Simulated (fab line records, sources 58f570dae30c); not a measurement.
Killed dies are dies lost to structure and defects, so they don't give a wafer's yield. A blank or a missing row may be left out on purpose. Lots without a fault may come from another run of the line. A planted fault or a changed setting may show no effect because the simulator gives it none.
fab line records | flow berkeley_cmos170
record lots=5 wafers=15 last_day=12
route steps=331 shown NWELL@15
lots that met no fault: from a run of the same line without faults
start_h: hours from the record's first day to the start of the lot's first wafer shown | wait_h: hours since the lot's step before | " the same as in the row above | L1.1+2: a row that stands for several wafers | - no value, or no start given | * or withheld: withheld | < > ~ a bound
route shown NAME@n: a module of which the file shows steps, and the number in the route of the first | usual: mean/standard deviation of fault-free wafers | same: alike in all rows | chamber/n: place in a boat | sites: the reading at each site | _std_site: their standard deviation | _edge_site: outer sites' mean less inner sites' | radius_mm: how far each site lies from the wafer's centre | mask NAME#n: copy n | behind: the tool/chamber that last shaped the wafer | hold: why the lot was held/for how many hours/how that ended | device: the transistor (n, p or np) that didn't switch | end of line: the same wafers' tests at the end of the route | a step without rows: its recipe alone | killed: dies lost to structure and defects at the first sort, not the wafer's yield | map: a wafer's dies, x killed, . not, _ none there
set.NAME: the setting as run; set.NAME@STEP: as run at that earlier step | model.NAME: the simulator's own value behind a step, which no gauge read
lots at some steps of the route; a table a step, a row a wafer
services: from which hour (start_h, from the record's first day; less than 0 if before it) a tool's chamber was out of use, for how many hours, and why
## steps
# step UCB170_NWELL_OXIDATION_01
# recipe temp_c=1000 ambient=O2 target_thk_a=264 ox_time_s=1260
# step UCB170_NWELL_THK_MEAS_02
# recipe reads=SiO2_of_NWELL_OXIDATION_01
# usual NWELL_OXIDE_THK=26.4/0.63
# columns lot.wafer tool chamber start_h wait_h NWELL_OXIDE_THK[nm]
L717.1 film_metro-01 - 50.04 0.0 25.1
L717.4 " - " " 25.0
L717.5 " - " " 25.0
L724.1 film_metro-02 - 92.83 0.0 26.7
L724.5 " - " " 26.0
L724.6 " - " " 26.3
L732.3 film_metro-04 - 127.26 0.0 26.7
L732.4 " - " " 26.4
L732.5 " - " " 26.4
L733.1 film_metro-02 - 131.43 0.0 26.0
L733.2 " - " " 26.6
L733.3 " - " " 26.5
L735.2 film_metro-04 - 139.41 0.0 27.5
L735.3 " - " " 27.8
L735.6 " - " " 27.6
# step UCB170_NWELL_ANNEAL_03
# recipe temp_c=1000 time_s=900 ambient=N2
# step UCB170_NWELL_CVD_04
# recipe material=Si3N4 target_thk_nm=224 temp_c=800 precursor=SiH2Cl2/NH3 time_s=3360 pressure_mtorr=200 sih2cl2_flow_sccm=25 nh3_flow_sccm=75
# step UCB170_NWELL_THK_MEAS_05
# recipe reads=Si3N4_of_NWELL_CVD_04
# usual NWELL_NITRIDE_THK=223.6/2
# columns lot.wafer tool chamber start_h wait_h NWELL_NITRIDE_THK[nm]
L717.1 film_metro-02 - 58.90 0.0 223.6
L717.4 " - " " 223.0
L717.5 " - " " 222.5
L724.1 film_metro-01 - 102.91 0.0 223.3
L724.5 " - " " 223.1
L724.6 " - " " 223.0
L732.3 film_metro-04 - 133.95 0.0 220.1
L732.4 " - " " 218.4
L732.5 " - " " 220.8
L733.1 film_metro-04 - 137.01 0.0 224.4
L733.2 " - " " 226.0
L733.3 " - " " 226.4
L735.2 film_metro-04 - 144.83 0.0 222.7
L735.3 " - " " 223.9
L735.6 " - " " 225.5
# step UCB170_NWELL_HMDS_06
# recipe prime_time_s=60 prime_temp_c=100
# step UCB170_NWELL_COAT_07
# recipe resist=KrF spin_rpm=1500 resist_thk_nm=900
# step UCB170_NWELL_SOFTBAKE_08
# recipe resist=KrF temp_c=130 time_s=60
# step UCB170_NWELL_EXPOSE_09
# recipe mask_id=NWELL target_cd_nm=3000 na=0.5 sigma_outer=0.6 source_shape=conventional dose_mj=25
# step UCB170_NWELL_PEB_10
# recipe peb_temp_c=130 peb_time_s=withheld resist=KrF
# step UCB170_NWELL_DEVELOP_11
# recipe developer=TMAH develop_time_s=45 resist=KrF dev_temp_c=21
# step UCB170_NWELL_OVL_MEAS_12
# usual NWELL_OVL=1/5.5
# columns lot.wafer tool chamber start_h wait_h NWELL_OVL[nm]
L717.1 overlay-01 - 59.80 - 5
L717.4 " - " " 3
L717.5 " - " " 6
L724.1 overlay-01 - 103.99 - -11
L724.5 " - " " -8
L724.6 " - " " -10
L732.3 overlay-01 - 134.84 - -2
L732.4 " - " " 0
L732.5 " - " " 2
L733.1 overlay-01 - 137.92 - 0
L733.2 " - " " 4
L733.3 " - " " 1
L735.2 overlay-01 - 147.31 - -10
L735.3 " - " " -9
L735.6 " - " " -9
# step UCB170_NWELL_ETCH_13
# recipe chemistry=CH3F/Ar/O2 target=Si3N4 stop_on=SiO2 CH3F_flow_sccm=20 Ar_flow_sccm=50 O2_flow_sccm=7 pressure_mtorr=50 rf_w=450 target_depth_a=2464 over_etch_frac=0.1 time_s=154
# usual drypump_motor_current_A=5.7/0.53 mfc_ar_sccm=50.02/0.16 oes_product_au=0.937/0.014 throttle_valve_pct=7.99/0.13
# columns lot.wafer tool chamber start_h wait_h drypump_motor_current_A mfc_ar_sccm oes_product_au rf_hours_counter_h throttle_valve_pct model.KrF_of_NWELL_COAT_07.thk_nm model.etch.depth_nm
L717.1 rie_diel-01 2 59.83 0.0 6.0 49.91 0.842 24 7.95 766.4 180.1
L717.4 " 1 " " 5.8 50.05 0.926 - 7.85 718.6 223
L717.5 " 2 " " 6.0 49.79 0.844 - 7.95 766.2 181.5
L724.1 rie_diel-04 1 104.02 0.0 4.9 50.02 0.913 144 8.05 715.3 223.2
L724.5 " 0 " " 6.7 50.18 0.945 - 8.14 723 223.2
L724.6 " 1 " " 4.9 49.76 0.912 - 8.04 719.4 222.9
L732.3 rie_diel-01 3 134.87 0.0 5.1 50.35 0.932 86 7.83 719.4 219.9
L732.4 " 2 " " 6.0 50.01 0.925 27 7.95 724.3 218.4
L732.5 " 3 " " 5.1 49.76 0.931 - 7.81 717.8 220.8
L733.1 rie_diel-01 0 137.95 0.0 5.6 50.09 0.936 71 8.20 717.5 224.7
L733.2 " 2 " " 6.0 49.96 0.971 27 7.96 723.9 226.2
L733.3 " 1 " " 5.9 49.93 0.930 22 7.85 720.3 226.2
L735.2 rie_diel-04 2 147.34 0.0 5.6 49.96 0.925 70 7.90 725 222.6
L735.3 " 1 " " 4.9 49.92 0.917 146 8.05 720.5 224
L735.6 " 3 " " 5.5 50.25 0.956 - 8.06 720.8 225.4
# step UCB170_NWELL_IMPLANT_14
# recipe species=P dose_cm2=1e+13 energy_kev=150 tilt_deg=7
# step UCB170_NWELL_STRIP_15
# recipe chemistry=O2 power_w=400 pressure_mtorr=3500 platen_temp_c=withheld o2_flow_sccm=400 overash_fraction=0.5
# usual drypump_motor_current_A=5.6/0.58 oes_product_au=0.721/0.0042 strip_time_to_endpoint_s=18.02/0.066
# same overash_fraction=0.5
# columns lot.wafer tool chamber start_h wait_h drypump_motor_current_A oes_product_au rf_hours_counter_h strip_time_to_endpoint_s
L717.1 plasma_asher-01 1 60.09 0.1 6.5 0.723 36 19.09
L717.4 " 0 " " 5.7 0.717 - 17.94
L717.5 " 0 " " 5.7 0.720 - 19.08
L724.1 plasma_asher-01 1 104.27 0.1 6.5 0.725 40 17.88
L724.5 " 1 " " 6.5 0.719 - 18.06
L724.6 " 0 " " 5.7 0.719 - 17.97
L732.3 plasma_asher-01 0 135.15 0.1 5.6 0.718 - 17.95
L732.4 " 1 " " 6.5 0.727 - 18.10
L732.5 " 0 " " 5.7 0.715 - 17.93
L733.1 plasma_asher-01 1 138.20 0.1 6.5 0.721 2 17.92
L733.2 " 0 " " 5.7 0.723 2 18.07
L733.3 " 1 " " 6.6 0.727 - 18.00
L735.2 plasma_asher-03 1 147.59 0.1 5.2 0.716 46 18.10
L735.3 " 1 " " 5.2 0.726 - 17.99
L735.6 " 1 " " 5.2 0.720 - 18.01
# step UCB170_NWELL_TW_MEAS_16
# usual NWELL_TW=1252/12
# columns lot.wafer tool chamber start_h wait_h NWELL_TW
L717.1 film_metro-02 - 60.19 0.1 1247
L717.4 " - " " 1241
L717.5 " - " " 1247
L724.1 film_metro-01 - 104.37 0.1 1265
L724.5 " - " " 1261
L724.6 " - " " 1269
L732.3 film_metro-04 - 135.24 0.1 1243
L732.4 " - " " 1241
L732.5 " - " " 1246
L733.1 film_metro-04 - 138.30 0.1 1242
L733.2 " - " " 1240
L733.3 " - " " 1242
L735.2 film_metro-04 - 147.70 0.1 1247
L735.3 " - " " 1244
L735.6 " - " " 1246
## services
# columns tool chamber start_h hours kind
rie_diel-04 - 36.05 2.8 pm
rie_diel-01 2 42.18 4.8 repair
rie_diel-01 0 54.47 9.8 repair
rie_diel-01 - 96.25 14.6 pm
plasma_asher-01 - 108.75 9.0 pm
plasma_asher-01 0 108.75 9.0 vent_cycle
plasma_asher-01 1 108.75 9.0 vent_cycle
plasma_asher-01 0 117.75 - clean
plasma_asher-01 1 117.75 - clean
rie_diel-01 - 126.91 0.2 repair
## key
first_sign step=UCB170_NWELL_ETCH_13 reading=oes_product_au direction=down sigmas=6.9 usual=0.937 struck=0.843
effect step=UCB170_NWELL_STRIP_15 reading=strip_time_to_endpoint_s direction=up sigmas=16 usual=* struck=*
model_effect step=UCB170_NWELL_ETCH_13 value=KrF_of_NWELL_COAT_07.thk_nm without=722.9 struck=766.3
met_at UCB170_NWELL_ETCH_13
struck_wafers L717.1,L717.5
later_rows_left_out L717.1,L717.5
sort_left_out L717.1,L717.5
tester_left_out L717
fault kind=process_parameter_drift tool=rie_diel-01 chamber=2 onset_h=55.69 steps=UCB170_NWELL_ETCH_13 channel=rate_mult offset=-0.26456 shape=step end_h=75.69
# tester_left_out: of these lots the tester's yield and bins aren't shown, on N5 and GAA mostly nor the transistor test; their killed dies are dies lost to structure and defects alone, not to doping, threshold or leakage, so they don't give the yield
# sort_left_out: the simulated sort isn't trusted on such a fault, so these wafers' sort isn't shown, and their yield isn't known
# later_rows_left_out: the simulator's readings of these wafers behind a module that went badly wrong aren't trusted and aren't shown, but for the sort
